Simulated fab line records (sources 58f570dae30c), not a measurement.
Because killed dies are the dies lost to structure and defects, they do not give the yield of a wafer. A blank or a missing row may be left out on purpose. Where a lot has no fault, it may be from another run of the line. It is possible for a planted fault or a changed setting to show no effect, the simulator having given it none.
Which tool did it? | flow berkeley cmos170 | 7 lots with 21 wafers sampled at 4 steps, on a route of 331 steps

== WHAT THE GAUGES SHOWED, per wafer ==
UCB170_M2_CD_MEAS_90: target cd 700 nm.
lot  | measured     | on        | cd nm (nm)
L552 | day 8 01:08  | cd sem-01 | 695 695 694
L556 | day 8 18:59  | cd sem-01 | 703 706 704
L561 | day 9 17:41  | cd sem-01 | 701 705 704
L562 | day 9 17:45  | cd sem-02 | 695 697 697
L566 | day 10 13:53 | cd sem-01 | 697 700 700
L567 | day 11 01:04 | cd sem-01 | 703 705 705
L574 | day 12 02:59 | cd sem-01 | - - -

== EACH LOT AND THE TOOL THAT RAN IT (in order: tool; ch and the chambers of the sampled wafers; start) ==
lot  | UCB170_M1_ETCH_11                 | UCB170_M2_ETCH_17                  | UCB170_M2_METAL_ETCH_18
L552 | rie diel-03 ch 1,2,3, day 7 13:27 | rie diel-04 ch 1,2,3, day 8 00:37  | rie metal-03 ch 0, day 8 00:39
L556 | rie diel-03 ch 0,1,3, day 8 07:15 | rie diel-01 ch 0,1,3, day 8 18:40  | rie metal-04 ch 0,1, day 8 18:42
L561 | rie diel-02 ch 0,1,3, day 9 05:20 | rie diel-03 ch 2,3, day 9 17:20    | rie metal-02 ch 0,1, day 9 17:23
L562 | rie diel-02 ch 1,3, day 9 07:58   | rie diel-01 ch 1,2,3, day 9 17:12  | rie metal-03 ch 0, day 9 17:14
L566 | rie diel-03 ch 0,1, day 10 01:43  | rie diel-03 ch 1,2,3, day 10 12:47 | rie metal-03 ch 0, day 10 12:53
L567 | rie diel-01 ch 0,2, day 10 13:39  | rie diel-03 ch 1,2,3, day 11 00:44 | rie metal-04 ch 0,1, day 11 00:46
L574 | rie diel-03 ch 2,3, day 11 16:21  | rie diel-04 ch 1,2,3, day 12 02:40 | rie metal-02 ch 0,1, day 12 02:42
- UCB170_M1_ETCH_11: etches BARC in N2/H2.
- UCB170_M2_ETCH_17: etches BARC in N2/H2.
- UCB170_M2_METAL_ETCH_18: etches Al in Cl2/BCl3, stops on SiO2, target depth 1170 nm, time 195 s.

== THE ANSWER, worked out from the rows above alone ==
Rule: the usual values come from the lots themselves. The widest of any qualifying gaps counts: lots, ordered by their means at a reading, are off when they make up no more than a third of the lots, leave a main group of 4 or more, and stand apart from it by 3 or more times the standard deviation of that group's means. If all means in a main group match to the digits the tables above print for the reading, that group is not used. Also off: a lot with no number at a reading for which 4 or more lots have one. Where the step has rows for the other lots, those lots are counted as sound.
Off, at UCB170_M2_CD_MEAS_90 on cd nm: L574. Without a number there: L574. The main group has a mean of 700 nm with a standard deviation of 3.9.
If a tool, at a process step before that reading, ran all the lots that are off and no sound lot after the first of them, it fits. The gauges at UCB170_M2_CD_MEAS_90 are tried like those tools. Can't be told from this: 4 tools fit, rie diel-03 at UCB170_M1_ETCH_11, rie diel-04 at UCB170_M2_ETCH_17, rie metal-02 at UCB170_M2_METAL_ETCH_18, cd sem-01 at UCB170_M2_CD_MEAS_90.

== WHAT WAS PUT IN BY THE SIMULATOR ==
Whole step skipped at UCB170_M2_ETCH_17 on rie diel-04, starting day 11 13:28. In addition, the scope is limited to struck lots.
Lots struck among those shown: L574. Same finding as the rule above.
